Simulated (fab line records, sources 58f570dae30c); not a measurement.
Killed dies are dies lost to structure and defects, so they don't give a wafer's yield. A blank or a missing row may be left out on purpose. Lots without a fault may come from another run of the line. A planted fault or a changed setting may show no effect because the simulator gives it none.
Which tool did it? | flow berkeley_cmos170 | 14 lots, 42 wafers sampled, at 6 steps of a route of 331

WHAT THE GAUGES READ, wafer by wafer
UCB170_PLDD_TW_MEAS_11.
lot  | measured     | on            | PLDD_TW
L531 | day 7 16:10  | film_metro-02 | 1007 1005 1005
L532 | day 7 00:29  | film_metro-02 | 1005 1006 1007
L533 | day 7 15:53  | film_metro-01 | 1002 1006 1007
L535 | day 7 14:52  | film_metro-03 | 1009 1011 1012
L538 | day 8 19:44  | film_metro-03 | 1008 1014 1014
L539 | day 8 20:13  | film_metro-03 | 1004 1004 1008
L540 | day 8 19:59  | film_metro-02 | 1008 1009 1009
L542 | day 9 12:47  | film_metro-03 | 1009 1005 1004
L546 | day 10 04:07 | film_metro-02 | 1006 1004 1007
L545 | day 10 03:47 | film_metro-01 | 1014 1004 1008
L548 | day 11 04:05 | film_metro-01 | 1038 1037 1035
L549 | day 11 04:20 | film_metro-03 | 1001 1007 1004
L550 | day 11 10:53 | film_metro-03 | 1023 1030 1029
L553 | day 12 02:34 | film_metro-01 | 1008 1011 1007

UCB170_SDANNEAL_RS_MEAS_04: measures by four-point-probe.
lot  | measured     | on            | PLDD_RS (ohm/sq)
L531 | day 8 06:49  | film_metro-01 | 1028.4 1028.2 1029.2
L532 | day 7 13:13  | film_metro-01 | 1032.0 1031.1 1032.2
L533 | day 8 07:05  | film_metro-02 | 1033.9 1032.9 1035.4
L535 | day 8 06:25  | film_metro-03 | 1030.9 1034.6 1034.4
L538 | day 9 11:37  | film_metro-01 | 1030.7 1027.8 1029.9
L539 | day 9 12:04  | film_metro-03 | 1028.7 1029.3 1033.4
L540 | day 9 11:38  | film_metro-02 | 1033.9 1035.7 1034.2
L542 | day 10 03:17 | film_metro-03 | 1030.9 1030.8 1032.6
L546 | day 10 18:03 | film_metro-01 | 1027.5 1030.7 1028.8
L545 | day 10 17:58 | film_metro-02 | 1032.8 1032.8 1033.4
L548 | day 11 18:23 | film_metro-02 | 970.8 969.8 968.0
L549 | day 11 18:41 | film_metro-03 | 1032.9 1027.9 1031.5
L550 | day 12 03:20 | film_metro-02 | 968.4 971.7 970.3
L553 | day 12 16:38 | film_metro-01 | 1035.5 1031.3 1032.1

UCB170_M2_RS_MEAS_02: measures by four-point-probe.
lot  | measured     | on            | M2_AL_RS (ohm/sq)
L531 | day 8 22:39  | film_metro-04 | 0.0326 0.0325 0.0326
L532 | day 8 02:47  | film_metro-03 | 0.0323 0.0323 0.0327
L533 | day 8 23:42  | film_metro-01 | 0.0319 0.0321 0.0320
L535 | day 8 21:34  | film_metro-04 | 0.0315 0.0319 0.0317
L538 | day 9 22:53  | film_metro-04 | 0.0325 0.0320 0.0324
L539 | day 10 01:07 | film_metro-01 | 0.0323 0.0321 0.0323
L540 | day 10 00:58 | film_metro-03 | 0.0320 0.0324 0.0322
L542 | day 10 15:46 | film_metro-01 | 0.0324 0.0317 0.0318
L546 | day 11 07:27 | film_metro-03 | 0.0328 0.0322 0.0322
L545 | day 11 07:12 | film_metro-04 | 0.0322 0.0316 0.0319
L548 | day 12 08:48 | film_metro-04 | 0.0323 0.0323 0.0324
L549 | day 12 11:26 | film_metro-04 | 0.0313 0.0317 0.0316
L550 | day 12 14:13 | film_metro-04 | 0.0323 0.0323 0.0323
L553 | day 13 05:16 | film_metro-01 | 0.0315 0.0311 0.0316

UCB170_V2_OVL_MEAS_13.
lot  | measured     | on         | V2_OVL (nm)
L531 | day 9 04:08  | overlay-02 | 15 12 11
L532 | day 8 08:07  | overlay-02 | 11 6 13
L533 | day 9 04:29  | overlay-02 | 11 -9 12
L535 | day 9 03:08  | overlay-01 | 5 2 7
L538 | day 10 03:55 | overlay-01 | 12 8 3
L539 | day 10 09:59 | overlay-02 | 2 17 4
L540 | day 10 09:45 | overlay-01 | 15 7 12
L542 | day 10 20:42 | overlay-02 | 1 9 -2
L546 | day 11 13:09 | overlay-02 | 0 -2 2
L545 | day 11 12:44 | overlay-01 | 10 6 3
L548 | day 12 13:20 | overlay-02 | 10 11 13
L549 | day 12 15:53 | overlay-02 | 5 4 1
L550 | day 12 18:57 | overlay-01 | 8 8 2
L553 | day 13 09:40 | overlay-01 | 9 17 8

WHICH TOOL RAN EACH LOT (tool, then ch and the chambers of the sampled wafers, then the start)
lot  | UCB170_ZERO_STRIP_07                | UCB170_PLDD_IMPLANT_08
L531 | plasma_asher-02 ch 0,1, day 2 00:01 | implanter-03 ch 0, day 7 15:48
L532 | plasma_asher-04 ch 0,1, day 2 00:16 | implanter-02 ch 0, day 7 00:05
L533 | plasma_asher-02 ch 0,1, day 2 07:17 | implanter-04 ch 0, day 7 15:29
L535 | plasma_asher-04 ch 0,1, day 2 15:19 | implanter-04 ch 0, day 7 14:28
L538 | plasma_asher-01 ch 0,1, day 3 07:47 | implanter-03 ch 0, day 8 19:20
L539 | plasma_asher-01 ch 0,1, day 3 13:34 | implanter-02 ch 0, day 8 19:49
L540 | plasma_asher-04 ch 1, day 3 19:55   | implanter-04 ch 0, day 8 19:35
L542 | plasma_asher-01 ch 0, day 4 04:08   | implanter-02 ch 0, day 9 12:25
L546 | plasma_asher-01 ch 0,1, day 4 21:28 | implanter-03 ch 0, day 10 03:43
L545 | plasma_asher-02 ch 0,1, day 4 21:56 | implanter-02 ch 0, day 10 03:25
L548 | plasma_asher-02 ch 0,1, day 5 11:31 | implanter-03 ch 0, day 11 03:41
L549 | plasma_asher-01 ch 0,1, day 5 11:47 | implanter-02 ch 0, day 11 03:58
L550 | plasma_asher-02 ch 0,1, day 5 22:16 | implanter-03 ch 0, day 11 10:30
L553 | plasma_asher-01 ch 0,1, day 6 15:53 | implanter-02 ch 0, day 12 02:13
- UCB170_ZERO_STRIP_07: strips in O2.
- UCB170_PLDD_IMPLANT_08

WHAT THE TOOLS THEMSELVES READ (means of the sampled wafers that have a number; where no wafer has one, the mark that the record gives instead)
UCB170_ZERO_STRIP_07.
lot  | tool            | drypump_motor_current_A (A) | oes_product_au (a.u.) | strip_time_to_endpoint_s (s)
L531 | plasma_asher-02 | 6.1                         | 0.730                 | 21.49
L532 | plasma_asher-04 | 6.0                         | 0.728                 | 21.54
L533 | plasma_asher-02 | 6.2                         | 0.726                 | 21.68
L535 | plasma_asher-04 | 5.8                         | 0.730                 | 21.60
L538 | plasma_asher-01 | 5.8                         | 0.730                 | 21.50
L539 | plasma_asher-01 | 5.5                         | 0.726                 | 21.43
L540 | plasma_asher-04 | 6.1                         | 0.722                 | 21.49
L542 | plasma_asher-01 | 6.0                         | 0.727                 | 21.48
L546 | plasma_asher-01 | 5.8                         | 0.725                 | 21.60
L545 | plasma_asher-02 | 6.2                         | 0.722                 | 21.48
L548 | plasma_asher-02 | 5.9                         | 0.730                 | 21.53
L549 | plasma_asher-01 | 5.5                         | 0.723                 | 21.48
L550 | plasma_asher-02 | 6.1                         | 0.727                 | 21.45
L553 | plasma_asher-01 | 5.6                         | 0.724                 | 21.44

UCB170_PLDD_IMPLANT_08.
lot  | tool         | dose_ions_cm2 | faraday_current_uA
L531 | implanter-03 | 5e+13         | 158
L532 | implanter-02 | 5e+13         | 158
L533 | implanter-04 | 5e+13         | 159
L535 | implanter-04 | 5e+13         | 158
L538 | implanter-03 | 5e+13         | 158
L539 | implanter-02 | 5e+13         | 158
L540 | implanter-04 | 5e+13         | 159
L542 | implanter-02 | 5e+13         | 161
L546 | implanter-03 | 5e+13         | 159
L545 | implanter-02 | 5e+13         | 157
L548 | implanter-03 | 6e+13         | 183
L549 | implanter-02 | 5e+13         | 160
L550 | implanter-03 | 6e+13         | 183
L553 | implanter-02 | 5e+13         | 162

THE ANSWER, worked out from the rows above alone
Rule: what is usual is taken from the lots themselves. Put in order of their means at a reading, lots are off if they are a third of the lots or fewer, leave a main group of 4 or more, and stand apart from it by a gap of 3 or more times the standard deviation of the main group's means; of several such gaps the widest counts. A main group whose means are all the same, to the digits that the tables above print for the reading, isn't used. A lot without any number at a reading at which 4 lots or more have one is off too. The other lots that the step has rows for count as sound. The gauges are gone through in route order, then the tools' own readings, and for those a lot's mean is taken as printed above. The first step at which some lot is off is used, and at that step the reading that is off furthest; a lot without a number counts as furthest.
Off: L548, L550, at UCB170_PLDD_TW_MEAS_11 (PLDD_TW). The main group: mean 1007, standard deviation 2.4.
A tool fits if, at a process step before that reading, it ran every lot that is off, and no sound lot after the first of them. The gauges at UCB170_PLDD_TW_MEAS_11 aren't tried: what is off there is off at UCB170_SDANNEAL_RS_MEAS_04 too, on other tools, and a gauge's error can't cause that. Can't be told from this: 2 tools fit, plasma_asher-02 at UCB170_ZERO_STRIP_07, implanter-03 at UCB170_PLDD_IMPLANT_08.

WHAT THE SIMULATOR HAD PUT IN
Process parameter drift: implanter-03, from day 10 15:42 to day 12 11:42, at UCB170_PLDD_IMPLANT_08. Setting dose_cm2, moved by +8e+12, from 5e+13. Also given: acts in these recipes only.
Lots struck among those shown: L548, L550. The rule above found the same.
